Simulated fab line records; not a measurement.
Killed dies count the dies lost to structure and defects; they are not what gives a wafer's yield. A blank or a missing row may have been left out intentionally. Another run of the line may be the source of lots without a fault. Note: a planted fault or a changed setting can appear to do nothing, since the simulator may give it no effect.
Matching of chambers :: flow berkeleyCmos170 :: 4 sister chambers for UCB170_ACTIVE_ETCH_15 on rieDiel-04
The step etches Si3N4 in CH3F/Ar/O2, stops on SiO2, target depth 242 nm, time 151 s. 8 wafers are shown with their chamber, then 7 later ones without.

## WAFERS WITH THEIR CHAMBER
wafer: L951.4
chamber: 0
throttleValvePct (%): 7.88
drypumpMotorCurrentA (A): 5.3

wafer: L951.5
chamber: 1
throttleValvePct (%): 7.77
drypumpMotorCurrentA (A): 5.9

wafer: L956.3
chamber: 1
throttleValvePct (%): 7.79
drypumpMotorCurrentA (A): 5.9

wafer: L957.3
chamber: 2
throttleValvePct (%): 8.25
drypumpMotorCurrentA (A): 5.8

wafer: L957.4
chamber: 0
throttleValvePct (%): 7.86
drypumpMotorCurrentA (A): 5.4

wafer: L957.6
chamber: 3
throttleValvePct (%): 7.82
drypumpMotorCurrentA (A): 6.3

wafer: L959.1
chamber: 3
throttleValvePct (%): 7.81
drypumpMotorCurrentA (A): 6.3

wafer: L959.4
chamber: 2
throttleValvePct (%): 8.26
drypumpMotorCurrentA (A): 5.8

## WAFERS WITHOUT THEIR CHAMBER
wafer: L959.5
throttleValvePct (%): 7.80
drypumpMotorCurrentA (A): 6.3

wafer: L968.3
throttleValvePct (%): 8.27
drypumpMotorCurrentA (A): 5.8

wafer: L968.4
throttleValvePct (%): 7.88
drypumpMotorCurrentA (A): 5.3

wafer: L968.5
throttleValvePct (%): 8.25
drypumpMotorCurrentA (A): 5.8

wafer: L972.3
throttleValvePct (%): 7.78
drypumpMotorCurrentA (A): 5.9

wafer: L972.4
throttleValvePct (%): 8.25
drypumpMotorCurrentA (A): 5.8

wafer: L972.6
throttleValvePct (%): 7.80
drypumpMotorCurrentA (A): 6.3

## WHICH CHAMBER EACH WENT THROUGH
wafer: L959.5
from the rows above: 3
in truth: 3

wafer: L968.3
from the rows above: 2
in truth: 2

wafer: L968.4
from the rows above: 0
in truth: 0

wafer: L968.5
from the rows above: 2
in truth: 2

wafer: L972.3
from the rows above: 1
in truth: 1

wafer: L972.4
from the rows above: 2
in truth: 2

wafer: L972.6
from the rows above: 3
in truth: 3
Correct placement for 7 of the 7. Not placeable from these rows: 0. Number placed wrongly: 0.
How it was worked out, from the rows above alone: a wafer's distance from a chamber is the root of the sum, over the readings, of the square of ((its reading less the chamber's mean) divided by the reading's scatter). If the next closest chamber is less than 2 further off than the closest, the wafer can't be placed; otherwise it belongs to the closest. A chamber's mean is the mean of its shown wafers. The scatter: take each reading less its chamber's mean, square it, sum over the shown wafers, divide by the number of wafers less the number of chambers, and take the root.
